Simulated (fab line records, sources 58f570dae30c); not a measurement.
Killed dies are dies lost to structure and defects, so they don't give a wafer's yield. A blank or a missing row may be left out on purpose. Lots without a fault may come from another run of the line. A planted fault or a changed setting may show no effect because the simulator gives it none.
A sampling plan put to the test | flow berkeley_cmos170 | one fab line, 31 faults that these records tell of, each judged on the records of the lots that it struck
The plan is the line's own looks: the steps of the route at which a gauge or an inspection reads the wafer and doesn't change it. A look can be judged if struck wafers have a number there and the file gives its usual mean and standard deviation on fault-free wafers. Caught: at a look after the fault's first step, the mean of the struck wafers lies 4 or more of those standard deviations (sigma) from the usual mean. On the tool: the same test on the tool's own readings at the fault's steps. Another recipe on the struck wafers, or a record that is blank for them alone, also counts as caught.

THE FAULTS, as the simulator had put them in
1. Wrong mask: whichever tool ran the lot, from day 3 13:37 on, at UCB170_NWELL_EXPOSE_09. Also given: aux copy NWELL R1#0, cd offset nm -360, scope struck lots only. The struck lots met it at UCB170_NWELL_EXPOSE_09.
2. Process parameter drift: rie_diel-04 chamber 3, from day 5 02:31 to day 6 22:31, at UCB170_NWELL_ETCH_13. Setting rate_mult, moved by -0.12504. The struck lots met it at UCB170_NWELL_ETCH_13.
3. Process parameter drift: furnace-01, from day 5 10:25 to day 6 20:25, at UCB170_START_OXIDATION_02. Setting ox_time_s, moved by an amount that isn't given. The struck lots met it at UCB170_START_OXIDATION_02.
4. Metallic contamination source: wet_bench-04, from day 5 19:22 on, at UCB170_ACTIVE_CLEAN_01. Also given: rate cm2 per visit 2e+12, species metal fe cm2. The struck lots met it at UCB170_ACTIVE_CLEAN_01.
5. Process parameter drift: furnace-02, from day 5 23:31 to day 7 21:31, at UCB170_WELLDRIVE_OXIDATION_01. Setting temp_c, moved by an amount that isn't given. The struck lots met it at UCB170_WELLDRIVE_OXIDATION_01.
6. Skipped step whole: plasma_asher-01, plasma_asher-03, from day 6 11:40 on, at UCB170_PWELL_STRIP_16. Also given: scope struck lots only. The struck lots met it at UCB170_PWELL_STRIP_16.
7. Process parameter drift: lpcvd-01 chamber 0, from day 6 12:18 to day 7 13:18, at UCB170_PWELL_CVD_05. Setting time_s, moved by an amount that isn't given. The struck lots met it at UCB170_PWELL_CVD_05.
8. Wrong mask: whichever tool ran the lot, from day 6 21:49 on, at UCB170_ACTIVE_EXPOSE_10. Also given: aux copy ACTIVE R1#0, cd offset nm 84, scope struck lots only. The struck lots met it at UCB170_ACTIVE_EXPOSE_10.
9. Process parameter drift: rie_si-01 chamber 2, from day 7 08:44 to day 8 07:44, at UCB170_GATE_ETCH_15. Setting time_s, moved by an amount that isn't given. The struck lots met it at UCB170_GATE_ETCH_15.
10. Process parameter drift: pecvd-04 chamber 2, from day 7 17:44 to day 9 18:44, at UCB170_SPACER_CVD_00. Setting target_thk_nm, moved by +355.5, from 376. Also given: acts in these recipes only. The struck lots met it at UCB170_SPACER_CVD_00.
11. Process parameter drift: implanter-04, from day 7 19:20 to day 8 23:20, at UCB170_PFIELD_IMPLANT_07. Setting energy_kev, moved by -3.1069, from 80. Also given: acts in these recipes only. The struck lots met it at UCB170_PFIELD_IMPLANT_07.
12. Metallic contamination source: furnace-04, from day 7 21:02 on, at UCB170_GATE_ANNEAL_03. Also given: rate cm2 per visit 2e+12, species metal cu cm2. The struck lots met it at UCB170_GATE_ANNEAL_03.
13. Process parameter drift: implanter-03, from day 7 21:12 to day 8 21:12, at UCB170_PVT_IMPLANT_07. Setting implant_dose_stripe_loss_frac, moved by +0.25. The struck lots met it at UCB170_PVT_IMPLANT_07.
14. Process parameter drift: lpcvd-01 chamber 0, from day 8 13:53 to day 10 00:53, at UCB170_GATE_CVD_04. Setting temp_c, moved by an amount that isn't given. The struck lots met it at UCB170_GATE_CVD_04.
15. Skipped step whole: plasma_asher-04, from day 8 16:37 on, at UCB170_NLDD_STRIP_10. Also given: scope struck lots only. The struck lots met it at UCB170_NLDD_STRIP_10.
16. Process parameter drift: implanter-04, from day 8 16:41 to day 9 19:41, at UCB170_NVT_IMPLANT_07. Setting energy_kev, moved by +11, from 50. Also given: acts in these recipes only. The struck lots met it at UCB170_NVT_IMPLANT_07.
17. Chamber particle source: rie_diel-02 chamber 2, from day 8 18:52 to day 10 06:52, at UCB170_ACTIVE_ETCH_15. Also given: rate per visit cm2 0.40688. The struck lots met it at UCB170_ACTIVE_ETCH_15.
18. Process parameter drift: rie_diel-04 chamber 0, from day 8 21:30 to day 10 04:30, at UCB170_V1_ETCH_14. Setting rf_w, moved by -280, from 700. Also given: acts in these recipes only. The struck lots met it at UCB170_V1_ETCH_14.
19. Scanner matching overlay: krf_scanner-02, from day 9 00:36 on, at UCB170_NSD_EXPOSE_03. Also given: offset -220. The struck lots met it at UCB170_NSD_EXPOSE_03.
20. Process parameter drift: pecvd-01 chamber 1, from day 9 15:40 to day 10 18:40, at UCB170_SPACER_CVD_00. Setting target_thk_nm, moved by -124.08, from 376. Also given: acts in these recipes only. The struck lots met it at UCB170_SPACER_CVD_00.
21. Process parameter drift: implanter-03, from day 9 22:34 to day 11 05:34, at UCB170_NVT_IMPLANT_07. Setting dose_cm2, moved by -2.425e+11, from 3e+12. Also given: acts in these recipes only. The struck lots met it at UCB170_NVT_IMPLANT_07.
22. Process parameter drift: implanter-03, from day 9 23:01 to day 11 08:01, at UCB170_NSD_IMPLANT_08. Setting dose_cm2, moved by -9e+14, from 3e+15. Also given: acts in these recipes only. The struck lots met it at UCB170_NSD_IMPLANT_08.
23. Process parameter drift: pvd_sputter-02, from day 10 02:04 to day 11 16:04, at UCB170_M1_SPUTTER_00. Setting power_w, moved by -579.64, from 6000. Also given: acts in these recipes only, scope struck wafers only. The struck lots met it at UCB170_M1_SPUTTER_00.
24. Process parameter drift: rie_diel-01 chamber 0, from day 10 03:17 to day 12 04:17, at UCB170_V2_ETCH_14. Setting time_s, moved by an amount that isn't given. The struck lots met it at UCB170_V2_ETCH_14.
25. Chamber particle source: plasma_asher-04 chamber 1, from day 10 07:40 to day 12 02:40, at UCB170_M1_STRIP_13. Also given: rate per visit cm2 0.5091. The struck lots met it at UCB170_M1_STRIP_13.
26. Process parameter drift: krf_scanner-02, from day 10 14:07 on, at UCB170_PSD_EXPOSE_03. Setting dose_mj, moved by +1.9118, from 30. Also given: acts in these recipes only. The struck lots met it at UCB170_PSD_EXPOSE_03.
27. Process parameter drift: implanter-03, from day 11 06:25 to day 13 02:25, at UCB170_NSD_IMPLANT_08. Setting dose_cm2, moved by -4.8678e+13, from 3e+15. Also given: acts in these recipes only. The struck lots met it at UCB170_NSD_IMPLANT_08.
28. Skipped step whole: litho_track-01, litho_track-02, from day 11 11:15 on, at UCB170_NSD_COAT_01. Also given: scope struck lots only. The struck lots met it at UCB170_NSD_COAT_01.
29. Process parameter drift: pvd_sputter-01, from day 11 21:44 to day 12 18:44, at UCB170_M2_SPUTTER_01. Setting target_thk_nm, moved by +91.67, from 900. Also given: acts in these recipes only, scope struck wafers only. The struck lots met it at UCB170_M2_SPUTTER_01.
30. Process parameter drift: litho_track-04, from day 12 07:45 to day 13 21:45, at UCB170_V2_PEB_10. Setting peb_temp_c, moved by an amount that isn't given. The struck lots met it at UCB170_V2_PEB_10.
31. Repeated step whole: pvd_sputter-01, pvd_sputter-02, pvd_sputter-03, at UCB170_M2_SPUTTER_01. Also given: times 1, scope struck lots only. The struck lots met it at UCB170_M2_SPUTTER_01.

WHAT THE PLAN SAW
fault | on the tool itself                               | first look that catches it                      | reading, sigma                                        | median hours from its first step to that look | hours from the fault's start to the first struck lot there | judged looks passed uncaught
1     | no reading that can be judged                    | none of the 3 looks that can be judged after it | -                                                     | -                                             | -                                                          | 3
2     | under 2 sigma                                    | none of the 3 looks that can be judged after it | -                                                     | -                                             | -                                                          | 3
3     | no reading that can be judged                    | UCB170_START_THK_MEAS_03                        | START_OXIDE_THK +15                                   | 1.5                                           | 4                                                          | 0
4     | no reading that can be judged                    | none of the 7 looks that can be judged after it | -                                                     | -                                             | -                                                          | 7
5     | tube_center_temp_C +99 or beyond sigma           | UCB170_WELLDRIVE_THK_MEAS_02                    | WELLDRIVE_OXIDE_THK +6.2                              | 3.5                                           | 10                                                         | 0
6     | no reading that can be judged                    | not the one look that can be judged after it    | -                                                     | -                                             | -                                                          | 1
7     | under 2 sigma                                    | UCB170_PWELL_THK_MEAS_06                        | PWELL_NITRIDE_THK +26                                 | 1.9                                           | 8                                                          | 0
8     | no reading that can be judged                    | UCB170_ACTIVE_CD_MEAS_13                        | cd_nm +56                                             | 0.4                                           | 8                                                          | 0
9     | run_length_s +5.3 sigma                          | no look after it can be judged                  | -                                                     | -                                             | -                                                          | 0
10    | under 2 sigma                                    | UCB170_SPACER_THK_MEAS_01                       | SPACER_TEOS_THK +70                                   | 0.1                                           | 24                                                         | 0
11    | beam_energy_keV -99 or beyond sigma              | no look after it can be judged                  | -                                                     | -                                             | -                                                          | 0
12    | under 2 sigma                                    | none of the 7 looks that can be judged after it | -                                                     | -                                             | -                                                          | 7
13    | under 2 sigma                                    | none of the 8 looks that can be judged after it | -                                                     | -                                             | -                                                          | 8
14    | susceptor_temp_C -98 sigma                       | UCB170_GATE_THK_MEAS_05                         | GATE_POLY_THK -54                                     | 1.4                                           | 7                                                          | 0
15    | the tool's record is blank for the struck wafers | UCB170_PSD_TW_MEAS_10                           | PSD_TW -99 or beyond                                  | 7.4                                           | 7                                                          | 0
16    | beam_energy_keV +99 or beyond sigma              | UCB170_NVT_TW_MEAS_09                           | NVT_TW +5.0                                           | 0.2                                           | 11                                                         | 0
17    | under 2 sigma                                    | none of the 2 looks that can be judged after it | -                                                     | -                                             | -                                                          | 2
18    | rf_fwd_power_W -99 or beyond sigma               | UCB170_V1_CD_MEAS_90                            | cd_nm -4.7                                            | 0.3                                           | 21                                                         | 0
19    | under 2 sigma                                    | UCB170_NSD_OVL_MEAS_07                          | NSD_OVL -41                                           | 0.7                                           | 1                                                          | 0
20    | under 2 sigma                                    | UCB170_SPACER_THK_MEAS_01                       | SPACER_TEOS_THK -23                                   | 0.1                                           | 13                                                         | 0
21    | dose_ions_cm2 -76 sigma                          | no look after it can be judged                  | -                                                     | -                                             | -                                                          | 0
22    | dose_ions_cm2 -99 or beyond sigma                | UCB170_NSD_TW_MEAS_10                           | NSD_TW -4.3                                           | 0.2                                           | 11                                                         | 0
23    | cathode_dc_power_W -99 or beyond sigma           | UCB170_M1_RS_MEAS_01                            | M1_AL_RS +9.8                                         | 0.1                                           | 15                                                         | 0
24    | run_length_s -98 sigma                           | not the one look that can be judged after it    | -                                                     | -                                             | -                                                          | 1
25    | under 2 sigma                                    | none of the 9 looks that can be judged after it | -                                                     | -                                             | -                                                          | 9
26    | exposure_dose_mJ_cm2 +67 sigma                   | UCB170_PSD_CD_MEAS_06                           | cd_nm +6.4                                            | 0.5                                           | 7                                                          | 0
27    | dose_ions_cm2 -13 sigma                          | none of the 2 looks that can be judged after it | strongest: NSD_RS at UCB170_SDANNEAL_RS_MEAS_03, +3.9 | -                                             | -                                                          | 2
28    | the tool's record is blank for the struck wafers | no look after it can be judged                  | -                                                     | -                                             | -                                                          | 0
29    | under 2 sigma                                    | UCB170_M2_RS_MEAS_02                            | M2_AL_RS -8.2                                         | 0.1                                           | 7                                                          | 0
30    | heater_power_total_W -21 sigma                   | UCB170_V2_CD_MEAS_12                            | cd_nm -11                                             | 0.3                                           | 1                                                          | 0
31    | under 2 sigma                                    | UCB170_M2_RS_MEAS_02                            | M2_AL_RS -46                                          | 0.4                                           | -                                                          | 0
A dash: the fault isn't caught, or these records don't give the number.

Caught at a look: 17 of 31. Caught on the tool: 15 of 31. By one or the other: 23 of 31.
Caught on the tool alone: faults 9, 11, 21, 24, 27, 28.
Caught at a look alone: faults 3, 7, 8, 10, 19, 20, 29, 31.
Caught by neither: faults 1, 2, 4, 6, 12, 13, 17, 25.

THINNER SAMPLING
If the look that catches a fault measured only every second or every third lot, by lot number, the first struck lot would be measured this late in the worst case:
fault | struck lots at that look, in order of time | every lot | every second lot | every third lot
3     | L345, L346                                 | 4 h       | 8 h              | may miss all 2
5     | L342, L347                                 | 10 h      | 36 h             | may miss all 2
7     | L431, L430                                 | 8 h       | 8 h              | may miss all 2
8     | L574                                       | 8 h       | may miss it      | may miss it
10    | L863                                       | 24 h      | may miss it      | may miss it
14    | L782, L784                                 | 7 h       | may miss all 2   | may miss all 2
15    | L214, L218                                 | 7 h       | may miss all 2   | may miss all 2
16    | L825, L828                                 | 11 h      | 24 h             | may miss all 2
18    | L439                                       | 21 h      | may miss it      | may miss it
19    | L637, L636, L638, L640                     | 1 h       | 1 h              | 12 h
20    | L995, L996, L997                           | 13 h      | 22 h             | 22 h
22    | L948, L951                                 | 11 h      | 26 h             | may miss all 2
23    | L650                                       | 15 h      | may miss it      | may miss it
26    | L816, L818                                 | 7 h       | may miss all 2   | may miss all 2
29    | L851                                       | 7 h       | may miss it      | may miss it
30    | L775, L779                                 | 1 h       | may miss all 2   | may miss all 2
Hours are from the fault's start to the first struck lot that is measured. The limit of 4 sigma was tested on all struck wafers together, so one lot alone may lie under it. Other struck lots may not be in these records.

THE LONGEST TIMED WAY FROM STEP TO LOOK
Fault 15: a median of 7.4 hours passes between UCB170_NLDD_STRIP_10 and UCB170_PSD_TW_MEAS_10. No look between them can be judged.
